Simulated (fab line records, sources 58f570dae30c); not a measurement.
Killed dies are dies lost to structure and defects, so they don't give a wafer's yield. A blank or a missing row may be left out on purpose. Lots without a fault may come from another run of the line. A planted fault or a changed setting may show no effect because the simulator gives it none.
fab line records | flow berkeley_cmos170
record lots=6 wafers=18 last_day=13
route steps=331 shown M2@277
lots that met no fault: from a run of the same line without faults
start_h: hours from the record's first day to the start of the lot's first wafer shown | wait_h: hours since the lot's step before | " the same as in the row above | L1.1+2: a row that stands for several wafers | - no value, or no start given | * or withheld: withheld | < > ~ a bound
route shown NAME@n: a module of which the file shows steps, and the number in the route of the first | usual: mean/standard deviation of fault-free wafers | same: alike in all rows | chamber/n: place in a boat | sites: the reading at each site | _std_site: their standard deviation | _edge_site: outer sites' mean less inner sites' | radius_mm: how far each site lies from the wafer's centre | mask NAME#n: copy n | behind: the tool/chamber that last shaped the wafer | hold: why the lot was held/for how many hours/how that ended | device: the transistor (n, p or np) that didn't switch | end of line: the same wafers' tests at the end of the route | a step without rows: its recipe alone | killed: dies lost to structure and defects at the first sort, not the wafer's yield | map: a wafer's dies, x killed, . not, _ none there
set.NAME: the setting as run; set.NAME@STEP: as run at that earlier step | model.NAME: the simulator's own value behind a step, which no gauge read
lots at some steps of the route; a table a step, a row a wafer
services: from which hour (start_h, from the record's first day; less than 0 if before it) a tool's chamber was out of use, for how many hours, and why
## steps
# step UCB170_M2_SOFTBAKE_06
# recipe resist=KrF temp_c=130 time_s=60
# step UCB170_M2_STRIP_07
# recipe chemistry=O2 power_w=400 pressure_mtorr=3500 platen_temp_c=withheld o2_flow_sccm=400 overash_fraction=0.5
# usual drypump_motor_current_A=5.79/0.25 oes_product_au=0.735/0.0048 strip_time_to_endpoint_s=21.99/0.072
# columns lot.wafer tool chamber start_h wait_h drypump_motor_current_A oes_product_au rf_hours_counter_h strip_time_to_endpoint_s
L271.1 plasma_asher-03 1 198.00 0.1 5.52 0.741 49 22.00
L271.2 " 0 " " 5.80 0.732 49 22.01
L271.5 " 0 " " 5.80 0.735 - 22.02
L279.2 plasma_asher-01 1 234.61 0.1 5.53 0.730 13 21.96
L279.5 " 1 " " 5.52 0.730 - 21.97
L279.6 " 0 " " 5.98 0.728 - 21.88
L288.2 plasma_asher-03 1 272.38 0.1 5.54 0.737 58 21.96
L288.4 " 1 " " 5.54 0.728 - 21.95
L288.6 " 0 " " 5.83 0.737 - 21.94
L291.3 plasma_asher-01 0 291.90 0.1 5.98 0.731 - 22.00
L291.4 " 1 " " 5.53 0.729 - 21.95
L291.6 " 0 " " 5.98 0.735 - 21.93
L293.1 plasma_asher-03 0 297.56 0.1 5.79 0.729 62 22.05
L293.2 " 1 " " 5.54 0.731 62 22.01
L293.3 " 1 " " 5.59 0.743 - 22.02
L294.1 plasma_asher-01 0 314.32 0.1 5.96 0.750 23 22.00
L294.3 " 0 " " 5.96 0.733 - 22.03
L294.5 " 1 " " 5.53 0.728 - 22.03
# step UCB170_M2_STRIP_08
# recipe chemistry=DMSO temp_c=80 time_s=600 material=KrF
# step UCB170_M2_COAT_09
# recipe resist=BARC temp_c=withheld time_s=withheld spin_rpm=3000 resist_thk_nm=withheld
# step UCB170_M2_COAT_10
# recipe resist=KrF spin_rpm=1500 resist_thk_nm=900
# step UCB170_M2_SOFTBAKE_11
# recipe resist=KrF temp_c=130 time_s=60
# step UCB170_M2_EXPOSE_12
# recipe mask_id=METAL2 target_cd_nm=700 na=0.5 sigma_outer=0.6 source_shape=conventional dose_mj=26
# step UCB170_M2_PEB_13
# recipe peb_temp_c=130 peb_time_s=withheld resist=KrF
# step UCB170_M2_DEVELOP_14
# recipe developer=TMAH develop_time_s=43.67 resist=KrF dev_temp_c=21
# step UCB170_M2_CD_MEAS_15
# recipe target_cd_nm=700
# usual cd_nm=700.6/1.6
# columns lot.wafer tool chamber start_h wait_h cd_nm
L271.1 cd_sem-01 - 202.59 - 697.8
L271.2 " - " " 696.2
L271.5 " - " " 696.3
L279.2 cd_sem-02 - 235.91 - 697.6
L279.5 " - " " 698.2
L279.6 " - " " 698.4
L288.2 cd_sem-01 - 273.52 - 702.4
L288.4 " - " " 700.8
L288.6 " - " " 699.7
L291.3 cd_sem-01 - 293.37 - 702.1
L291.4 " - " " 701.0
L291.6 " - " " 700.8
L293.1 cd_sem-02 - 299.42 - 701.1
L293.2 " - " " 700.8
L293.3 " - " " 702.2
L294.1 cd_sem-02 - 316.77 - 702.3
L294.3 " - " " 700.5
L294.5 " - " " 701.9
# step UCB170_M2_OVL_MEAS_16
# usual M2_OVL=-1/6.3
# columns lot.wafer tool chamber start_h wait_h M2_OVL[nm]
L271.1 overlay-01 - 202.71 0.1 -7
L271.2 " - " " 0
L271.5 " - " " 5
L279.2 overlay-02 - 236.02 0.1 -11
L279.5 " - " " -6
L279.6 " - " " -7
L288.2 overlay-02 - 273.63 0.1 7
L288.4 " - " " 4
L288.6 " - " " 5
L291.3 overlay-02 - 293.47 0.1 13
L291.4 " - " " 5
L291.6 " - " " 6
L293.1 overlay-01 - 299.54 0.1 -12
L293.2 " - " " -8
L293.3 " - " " -3
L294.1 overlay-01 - 316.89 0.1 -8
L294.3 " - " " 3
L294.5 " - " " -1
# step UCB170_M2_ETCH_17
# recipe chemistry=N2/H2 target_depth_a=withheld overetch_a=withheld target=BARC time_s=withheld source_w=500 bias_w=100 pressure_mtorr=30 n2_flow_sccm=100 h2_flow_sccm=200
# usual drypump_motor_current_A=5.7/0.52 n2_flow_sccm=100.0/0.31 oes_product_au=1.004/0.021 throttle_valve_pct=13.33/0.19
# columns lot.wafer tool chamber start_h wait_h drypump_motor_current_A n2_flow_sccm oes_product_au throttle_valve_pct
L271.1 rie_diel-03 0 202.75 0.0 5.8 100.2 0.999 13.31
L271.2 " 2 " " 6.3 99.6 1.039 13.23
L271.5 " 3 " " 5.6 99.1 1.015 13.28
L279.2 rie_diel-01 2 236.05 0.0 5.9 99.5 0.987 13.46
L279.5 " 1 " " 5.6 100.3 1.045 13.09
L279.6 " 0 " " 5.7 100.0 0.981 13.03
L288.2 rie_diel-02 3 273.66 0.0 5.9 100.0 0.990 13.47
L288.4 " 0 " " 6.4 100.3 0.987 13.67
L288.6 " 3 " " 5.9 99.5 0.995 13.48
L291.3 rie_diel-02 0 293.49 0.0 6.5 99.4 0.993 13.68
L291.4 " 1 " " 4.9 99.5 0.982 13.44
L291.6 " 1 " " 4.9 99.6 0.967 13.42
L293.1 rie_diel-02 3 299.58 0.0 5.9 100.2 0.984 13.47
L293.2 " 2 " " 5.5 100.2 0.989 13.32
L293.3 " 0 " " 6.4 99.9 0.996 13.67
L294.1 rie_diel-01 2 316.93 0.0 5.9 100.1 1.005 13.45
L294.3 " 0 " " 5.7 99.9 0.982 13.04
L294.5 " 2 " " 5.9 100.2 0.999 13.46
# step UCB170_M2_METAL_ETCH_18
# recipe chemistry=Cl2/BCl3 target=Al stop_on=SiO2 pressure_mtorr=12 target_depth_a=11700 over_etch_frac=0.3 time_s=195 icp_w=600 bias_w=120 Cl2_flow_sccm=90 bcl3_flow_sccm=45
# usual drypump_motor_current_A=5.8/0.39 mfc_cl2_sccm=90.02/0.22 oes_product_au=0.851/0.017 run_length_s=223.7/0.71 throttle_valve_pct=24.3/0.32
# columns lot.wafer tool chamber start_h wait_h drypump_motor_current_A mfc_cl2_sccm oes_product_au rf_hours_counter_h run_length_s throttle_valve_pct model.KrF_of_M2_COAT_10.thk_nm
L271.1 rie_metal-04 1 202.79 - 5.6 90.08 0.827 2 223.7 24.1 181.1
L271.2 " 0 " " 5.8 90.71 0.859 11 223.6 24.0 197.9
L271.5 " 0 " " 5.8 90.19 0.843 - 223.3 24.0 191.1
L279.2 rie_metal-01 0 236.09 - 5.7 90.05 0.844 11 223.3 24.7 199.3
L279.5 " 1 " " 6.0 89.84 0.841 - 223.8 24.0 209.6
L279.6 " 0 " " 5.7 90.18 0.866 - 223.3 24.7 204.3
L288.2 rie_metal-04 0 273.70 - 5.8 90.04 0.930 14 207.7 24.0 261.7
L288.4 " 1 " " 5.7 89.85 0.838 - 223.1 24.1 206.7
L288.6 " 0 " " 5.8 90.07 0.943 - 207.5 24.0 271
L291.3 rie_metal-04 1 293.59 - 5.7 89.91 0.834 - 223.7 24.0 204.8
L291.4 " 0 " " 5.7 90.06 0.944 - 207.7 24.0 274.3
L291.6 " 1 " " 5.6 89.77 0.831 - 223.2 24.0 204.8
L293.1 rie_metal-01 0 299.62 - 5.7 89.94 0.844 1 223.3 24.8 214.7
L293.2 " 1 " " 6.0 90.22 0.852 4 223.9 24.1 212
L293.3 " 0 " " 5.7 90.51 0.841 - 223.5 24.8 206.9
L294.1 rie_metal-01 0 316.97 - 5.7 90.17 0.858 1 223.6 24.8 209.8
L294.3 " 0 " " 5.7 90.36 0.843 - 223.5 24.8 216.2
L294.5 " 1 " " 6.0 90.12 0.861 - 224.2 24.0 215.7
# step UCB170_M2_STRIP_19
# recipe chemistry=O2 power_w=400 pressure_mtorr=3500 platen_temp_c=withheld o2_flow_sccm=400 overash_fraction=0.5
# usual drypump_motor_current_A=5.81/0.26 oes_product_au=0.543/0.015
# columns lot.wafer tool chamber start_h wait_h drypump_motor_current_A oes_product_au rf_hours_counter_h
L271.1 plasma_asher-01 0 202.97 0.1 5.99 0.510 9
L271.2 " 1 " " 5.52 0.526 9
L271.5 " 1 " " 5.52 0.512 -
L279.2 plasma_asher-01 0 236.28 0.1 5.97 0.530 13
L279.5 " 0 " " 5.97 0.538 -
L279.6 " 1 " " 5.54 0.531 -
L288.2 plasma_asher-03 0 273.89 0.1 5.77 0.601 59
L288.4 " 0 " " 5.77 0.531 -
L288.6 " 1 " " 5.55 0.594 -
L291.3 plasma_asher-04 1 293.75 0.1 5.97 0.537 -
L291.4 " 0 " " 6.32 0.604 -
L291.6 " 0 " " 6.37 0.533 -
L293.1 plasma_asher-01 1 299.81 0.1 5.50 0.544 21
L293.2 " 0 " " 5.96 0.545 21
L293.3 " 0 " " 5.99 0.540 -
L294.1 plasma_asher-01 0 317.16 0.1 5.96 0.542 23
L294.3 " 1 " " 5.56 0.542 -
L294.5 " 0 " " 5.98 0.548 -
# step UCB170_M2_CD_MEAS_90
# recipe target_cd_nm=700
# usual cd_nm=703/5.3
# columns lot.wafer tool chamber start_h wait_h cd_nm
L271.1 cd_sem-02 - 203.07 0.1 694
L271.2 " - " " 701
L271.5 " - " " 698
L279.2 cd_sem-01 - 236.40 0.1 695
L279.5 " - " " 704
L279.6 " - " " 691
L288.2 cd_sem-01 - 274.01 0.1 710
L288.4 " - " " 697
L288.6 " - " " 709
L291.3 cd_sem-01 - 293.86 0.1 694
L291.4 " - " " 708
L291.6 " - " " 696
L293.1 cd_sem-01 - 299.91 0.1 709
L293.2 " - " " 708
L293.3 " - " " 705
L294.1 cd_sem-01 - 317.26 0.1 707
L294.3 " - " " 705
L294.5 " - " " 709
## services
# columns tool chamber start_h hours kind
rie_diel-01 2 183.14 1.9 repair
rie_diel-03 0 198.74 2.9 repair
rie_metal-04 - 213.88 2.8 pm
rie_diel-03 3 231.73 1.2 repair
rie_diel-02 2 233.23 14.0 repair
rie_metal-01 0 238.91 - clean
rie_metal-01 0 238.91 18.3 scheduled_down
rie_metal-01 0 238.91 18.3 vent_cycle
rie_diel-01 2 252.43 13.5 repair
rie_diel-02 3 255.19 11.5 repair
plasma_asher-04 - 258.23 6.5 repair
rie_diel-02 3 278.49 2.5 repair
plasma_asher-03 - 298.05 1.5 repair
rie_diel-02 1 301.13 1.3 repair
rie_diel-03 0 307.33 - clean
rie_metal-04 0 316.39 - clean
## key
first_sign step=UCB170_M2_METAL_ETCH_18 reading=run_length_s direction=down sigmas=23 usual=* struck=*
effect step=UCB170_M2_METAL_ETCH_18 reading=oes_product_au direction=up sigmas=5.3 usual=0.851 struck=0.939
effect step=UCB170_M2_STRIP_19 reading=oes_product_au direction=up sigmas=3.9 usual=0.543 struck=0.600
model_effect step=UCB170_M2_METAL_ETCH_18 value=KrF_of_M2_COAT_10.thk_nm without=214.3 struck=269
met_at UCB170_M2_METAL_ETCH_18
struck_wafers L288.2,L288.6,L291.4
sort_left_out L288.2,L288.6
onset_between 202.79 273.70
fault kind=process_parameter_drift tool=rie_metal-04 chamber=0 onset_h=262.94 steps=UCB170_M2_METAL_ETCH_18 channel=time_s offset=* shape=step end_h=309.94 acts_in=* stated=*
# sort_left_out: the simulated sort isn't trusted on such a fault, so these wafers' sort isn't shown, and their yield isn't known
